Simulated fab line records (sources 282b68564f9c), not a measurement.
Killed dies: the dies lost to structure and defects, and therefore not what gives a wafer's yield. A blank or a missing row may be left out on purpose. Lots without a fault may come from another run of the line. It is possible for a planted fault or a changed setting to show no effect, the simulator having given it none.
Struck lot and sound lot, side by side -- flow rit cmos -- 15 steps out of a route of 202
Sound: these wafers, L600.1, L600.2, L600.6. Struck: wafers L606.2, L606.4, L606.5. The cause comes at the end.
Each step with rows lists, per side, the tool, then ch with its chambers, then its first start. Under that, the readings that differ: sound wafers -- struck wafers -- difference of the means -- sigmas: that difference in standard deviations of wafers without a fault.
alike: readings with means less than 2 such deviations apart, plus words and numbers identical on both sides. not compared: withheld readings, readings lacking a value on some wafer, bounds such as >300 that could conceal the same value, and numbers that have no deviation in the record and whose values overlap.
The two part at a step that has a row with sigmas, a row that says differs or no value, or rows on one side only. When numbers do not overlap yet have no deviation, they are printed without sigmas and do not part them. A reading that every wafer of one side lacks parts them only if that side has two wafers or more.

first, 1 step without rows for these wafers: RIT_PRETRO_DEVELOP_05 (develop time 68 s).
RIT_PRETRO_OVL_MEAS_06:
  sound: overlay-01 at day 4 03:38; struck: overlay-01 at day 5 10:58
  alike: PRETRO_OVL
then, 2 steps without rows for these wafers: RIT_PRETRO_HARDBAKE_07 (time 120 s); RIT_PRETRO_IMPLANT_08.
RIT_PRETRO_STRIP_09: strips in O2, time 180 s.
  sound on plasma asher-02 ch 0,1, day 4 04:05; struck on plasma asher-02 ch 1, day 5 11:24
  alike: drypump motor current A
  not compared: rf hours counter h
RIT_PRETRO_TW_MEAS_10:
  sound: film metro-03 at day 4 04:15; struck: film metro-02 at day 5 11:35
  alike: PRETRO_TW
then, 5 steps without rows for these wafers: RIT_GATE_WET_ETCH_00 (etches SiO2 in BOE, target depth 56 nm, time 60 s); RIT_GATE_CLEAN_01 (cleans in SC1, time 600 s); RIT_GATE_CLEAN_02 (cleans in dHF, time 30 s); RIT_GATE_CLEAN_03 (cleans in SC2, time 600 s); RIT_GATE_CLEAN_04 (cleans in dHF, time 60 s).
RIT_FOX2_THK_MEAS_91:
  sound: film metro-03 at day 4 04:45; struck: film metro-02 at day 5 12:05
  alike: FIELD_OXIDE_LEFT_2_THK
-- the record jumps here: 5 days lie between the struck wafers' starts before and after (it left off in module FOX2 and takes up again in module GATE, whose first step shown is number 75 of the route) --
RIT_GATE_OXIDATION_05: target thk 3 nm, ox time 270 s.
  sound on furnace-03 ch 0, day 4 04:49; struck on furnace-03 ch 0, day 10 12:25
  alike: tube center temp C
then, 1 step without rows for these wafers: RIT_GATE_ANNEAL_06 (time 600 s).
RIT_M1_PROBE_99:
  the record holds rows for the sound wafers here (prober-02, day 5 07:34) but none for the struck ones

WHERE THEY PART
Within this record, at RIT_M1_PROBE_99 only.

WHY: whatever the simulator had introduced
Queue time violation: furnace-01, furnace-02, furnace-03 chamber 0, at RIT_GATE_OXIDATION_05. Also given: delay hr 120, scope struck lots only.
